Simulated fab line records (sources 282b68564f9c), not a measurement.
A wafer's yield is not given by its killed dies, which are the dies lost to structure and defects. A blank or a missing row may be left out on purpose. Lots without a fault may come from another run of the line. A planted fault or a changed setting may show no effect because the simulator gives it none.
8D (eight disciplines) problem report, filled in by code | flow rit-cmos | the parts of the form that need people (team, actions taken, sign-off) are left out

## 1. WHAT IS WRONG
Wafers without a fault read 6.6, standard deviation 2.9; killed-at-front-end at RIT_M1_PROBE_99 reads a mean of 264.0 on 9 wafers belonging to 3 lots. Measured from the usual mean, that is +89 standard deviations.
The first sign was on wafer L256.2 at day 5 03:30, on prober-02. At this step, 9 wafers from 3 lots have a number in the record. Rule for "out", or "out of limits": more than 4 standard deviations from the usual mean. The other wafers with a number count as sound.

## 2. WHAT THIS IS AND IS NOT
question                    | is                                              | is not
which readings at this step | killed-at-front-end, killed-dies, killed-on-rim | killed-at-contacts, killed-open, killed-short
which lots                  | L256, L257, L258                                | -
which wafers of those lots  | all that have a number                          | -
read on which tools         | prober-01, prober-02                            | -
when                        | from day 5 03:30                                | up to then (0 sound wafers)

## 3. SUSPECTS, AND WHAT RULES EACH OUT
Counting: any tool at a process step up to the reading is kept as a suspect provided that every lot that is out went through it and no sound lot did after the first of them.
- wet-bench-04 at RIT_SILICIDE_WET_ETCH_05 (etches Ti in SPM, time 120 s): kept. It ran every lot that is out, first L256 (day 4 20:49), and no sound lot after that.
After counting, what remains is wet-bench-04 at RIT_SILICIDE_WET_ETCH_05.

## 4. THE CAUSE (what the simulator had put in)
Skipped step whole: wet-bench-04, from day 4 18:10 on, at RIT_SILICIDE_WET_ETCH_05. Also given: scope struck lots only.
After counting, this tool was the only one left.

## 5. THE CHAIN OF EFFECTS, in route order
Rows list readings where the struck wafers' mean (over those with a number) sits beyond 3 standard deviations from the usual. Scope: only readings with a usual standard deviation given in the record; hours: median across lots of the time from each lot's start at the first step in this table that gives one to its start at this step; sigmas: change in usual standard deviations.
hours | step            | reading             | usual | on struck wafers | change | sigmas
0     | RIT_M1_PROBE_99 | killed-at-front-end | 6.6   | 264.0            | +257.4 | +89
0     | RIT_M1_PROBE_99 | killed-dies         | 6.6   | 264.0            | +257.4 | +86
0     | RIT_M1_PROBE_99 | killed-on-rim       | 1.7   | 70.0             | +68.3  | +49
Process steps it contains:
- RIT_M1_PROBE_99
Readings that are blank on the struck wafers while sound wafers have them: bath-guard-temp-C at RIT_SILICIDE_WET_ETCH_05; bath-heat-duty-pct at RIT_SILICIDE_WET_ETCH_05; temp-c at RIT_SILICIDE_WET_ETCH_05.

## 6. WHAT WOULD HAVE CAUGHT IT SOONER
First out-of-limits reading in this record: day 5 03:30, which is 9 hours after fault onset at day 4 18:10.
At RIT_SILICIDE_WET_ETCH_05 the tool's readings are blank on the struck wafers, where sound wafers have them: an empty tool record is the first sign, and it was there at once.
L257, L258, from the lots that are out (3), started RIT_SILICIDE_WET_ETCH_05 on wet-bench-04 later than day 5 03:30. A hold on the tool at that time would have spared those 2.
